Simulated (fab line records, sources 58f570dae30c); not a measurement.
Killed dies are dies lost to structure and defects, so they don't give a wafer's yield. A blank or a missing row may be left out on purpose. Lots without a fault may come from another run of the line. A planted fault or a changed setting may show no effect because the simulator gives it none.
Which tool did it? | flow berkeley_cmos170 | 14 lots, 42 wafers sampled, at 5 steps of a route of 331

WHAT THE GAUGES READ, wafer by wafer
UCB170_ACTIVE_THK_MEAS_06.
lot  | measured    | on            | ACTIVE_NITRIDE_THK (nm)
L330 | day 4 06:32 | film_metro-02 | 217.7 219.0 217.1
L331 | day 4 06:32 | film_metro-01 | 218.5 220.4 219.3
L333 | day 4 22:44 | film_metro-03 | 218.4 217.4 217.9
L335 | day 5 06:53 | film_metro-02 | 218.4 219.5 219.6
L336 | day 5 06:54 | film_metro-03 | 221.3 220.6 222.6
L337 | day 5 18:25 | film_metro-03 | 222.2 220.9 221.7
L338 | day 6 01:32 | film_metro-02 | 219.9 219.4 219.5
L340 | day 6 17:04 | film_metro-01 | 219.9 218.3 219.3
L345 | day 7 19:59 | film_metro-01 | 220.2 219.9 221.5
L347 | day 8 03:02 | film_metro-03 | 224.2 224.6 222.9
L349 | day 8 10:28 | film_metro-03 | 220.1 218.8 218.2
L352 | day 8 10:28 | film_metro-01 | 219.0 218.9 221.0
L351 | day 8 10:29 | film_metro-02 | 220.8 221.7 222.5
L350 | day 8 10:32 | film_metro-02 | 220.1 221.5 219.6

UCB170_NLDD_CD_MEAS_06: target cd 1200 nm.
lot  | measured     | on        | cd_nm (nm)
L330 | day 6 15:04  | cd_sem-01 | 1200.0 1199.3 1199.7
L331 | day 6 14:49  | cd_sem-02 | 1198.7 1198.8 1198.3
L333 | day 7 01:18  | cd_sem-02 | 1199.6 1199.4 1201.7
L335 | day 7 14:33  | cd_sem-02 | 1199.9 1200.2 1200.3
L336 | day 7 15:04  | cd_sem-01 | 1201.7 1199.9 1202.3
L337 | day 7 17:34  | cd_sem-01 | 1199.9 1199.8 1200.7
L338 | day 7 21:32  | cd_sem-01 | 1202.1 1202.3 1201.1
L340 | day 8 13:28  | cd_sem-02 | 1201.6 1201.5 1202.1
L345 | day 9 17:25  | cd_sem-02 | 1199.9 1200.8 1199.5
L347 | day 10 01:33 | cd_sem-01 | 1200.1 1199.8 1200.2
L349 | day 10 10:40 | cd_sem-02 | 1199.7 1201.1 1200.9
L352 | day 10 10:13 | cd_sem-01 | 1198.8 1198.0 1198.5
L351 | day 10 10:56 | cd_sem-01 | 1201.0 1202.2 1202.0
L350 | day 10 10:26 | cd_sem-01 | 1199.7 1199.6 1199.2

UCB170_NLDD_TW_MEAS_11.
lot  | measured     | on            | NLDD_TW
L330 | day 6 15:37  | film_metro-01 | 2211 2213 2214
L331 | day 6 15:23  | film_metro-03 | 2228 2234 2243
L333 | day 7 01:51  | film_metro-03 | 2228 2223 2217
L335 | day 7 15:07  | film_metro-02 | 2183 2180 2186
L336 | day 7 15:36  | film_metro-02 | 2187 2182 2183
L337 | day 7 18:07  | film_metro-03 | 2224 2233 2226
L338 | day 7 22:04  | film_metro-03 | 2227 2218 2226
L340 | day 8 14:01  | film_metro-02 | 2175 2177 2175
L345 | day 9 18:30  | film_metro-01 | 2218 2228 2219
L347 | day 10 02:08 | film_metro-01 | 2203 2203 2199
L349 | day 10 11:14 | film_metro-03 | 2254 2242 2238
L352 | day 10 10:47 | film_metro-01 | 2209 2215 2217
L351 | day 10 11:29 | film_metro-01 | 2208 2209 2209
L350 | day 10 10:59 | film_metro-02 | 2181 2184 2178

WHICH TOOL RAN EACH LOT (tool, then ch and the chambers of the sampled wafers, then the start)
lot  | UCB170_PLDD_COAT_01               | UCB170_PLDD_STRIP_10
L330 | litho_track-04 ch 0, day 6 12:07  | plasma_asher-03 ch 0,1, day 6 13:16
L331 | litho_track-03 ch 0, day 6 11:44  | plasma_asher-01 ch 1, day 6 13:00
L333 | litho_track-02 ch 0, day 6 22:55  | plasma_asher-01 ch 0,1, day 7 00:07
L335 | litho_track-04 ch 0, day 7 11:53  | plasma_asher-04 ch 0,1, day 7 13:20
L336 | litho_track-03 ch 0, day 7 12:08  | plasma_asher-01 ch 0,1, day 7 13:42
L337 | litho_track-04 ch 0, day 7 14:56  | plasma_asher-03 ch 0,1, day 7 16:12
L338 | litho_track-02 ch 0, day 7 19:05  | plasma_asher-03 ch 0,1, day 7 20:19
L340 | litho_track-04 ch 0, day 8 10:27  | plasma_asher-04 ch 0, day 8 11:56
L345 | litho_track-02 ch 0, day 9 14:23  | plasma_asher-01 ch 0,1, day 9 15:37
L347 | litho_track-02 ch 0, day 9 22:58  | plasma_asher-03 ch 0,1, day 10 00:08
L349 | litho_track-02 ch 0, day 10 07:31 | plasma_asher-01 ch 0,1, day 10 09:00
L352 | litho_track-03 ch 0, day 10 06:45 | plasma_asher-01 ch 0,1, day 10 08:30
L351 | litho_track-04 ch 0, day 10 07:43 | plasma_asher-03 ch 0,1, day 10 09:17
L350 | litho_track-04 ch 0, day 10 07:15 | plasma_asher-03 ch 0,1, day 10 08:44
- UCB170_PLDD_COAT_01: resist thk 900 nm.
- UCB170_PLDD_STRIP_10: strips in O2.

WHAT THE TOOLS THEMSELVES READ (means of the sampled wafers that have a number; where no wafer has one, the mark that the record gives instead)
UCB170_PLDD_STRIP_10.
lot  | tool            | drypump_motor_current_A (A) | oes_product_au (a.u.) | strip_time_to_endpoint_s (s)
L330 | plasma_asher-03 | 5.9                         | 0.740                 | 21.60
L331 | plasma_asher-01 | 5.1                         | 0.736                 | 21.59
L333 | plasma_asher-01 | 5.3                         | 0.735                 | 21.61
L335 | plasma_asher-04 | 5.9                         | 0.733                 | 21.68
L336 | plasma_asher-01 | 5.3                         | 0.729                 | 21.66
L337 | plasma_asher-03 | 5.5                         | 0.732                 | 21.66
L338 | plasma_asher-03 | 5.9                         | 0.732                 | 21.65
L340 | plasma_asher-04 | 5.8                         | 0.732                 | 21.60
L345 | plasma_asher-01 | 5.3                         | 0.732                 | 21.51
L347 | plasma_asher-03 | 5.9                         | 0.732                 | 23.24
L349 | plasma_asher-01 | 5.2                         | 0.730                 | 23.23
L352 | plasma_asher-01 | 5.2                         | 0.738                 | 21.64
L351 | plasma_asher-03 | 5.4                         | 0.737                 | 21.62
L350 | plasma_asher-03 | 5.9                         | 0.734                 | 21.68

THE ANSWER, worked out from the rows above alone
Rule: what is usual is taken from the lots themselves. Put in order of their means at a reading, lots are off if they are a third of the lots or fewer, leave a main group of 4 or more, and stand apart from it by a gap of 3 or more times the standard deviation of the main group's means; of several such gaps the widest counts. A main group whose means are all the same, to the digits that the tables above print for the reading, isn't used. A lot without any number at a reading at which 4 lots or more have one is off too. The other lots that the step has rows for count as sound. The gauges are gone through in route order, then the tools' own readings, and for those a lot's mean is taken as printed above. The first step at which some lot is off is used, and at that step the reading that is off furthest; a lot without a number counts as furthest.
Off: L347, L349, at UCB170_PLDD_STRIP_10 (strip_time_to_endpoint_s). The main group: mean 21.62 s, standard deviation 0.046.
A tool fits if, at that step or a process step before it, it ran every lot that is off, and no sound lot after the first of them. One fits: litho_track-02 at UCB170_PLDD_COAT_01. Its last sound lot is L345 (day 9 14:23), its first lot that is off L347 (day 9 22:58): a fault that began between those two fits.

WHAT THE SIMULATOR HAD PUT IN
Process parameter drift: litho_track-02, from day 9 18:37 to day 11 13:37, at UCB170_PLDD_COAT_01. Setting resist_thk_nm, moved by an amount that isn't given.
Lots struck among those shown: L347, L349. The rule above found the same.
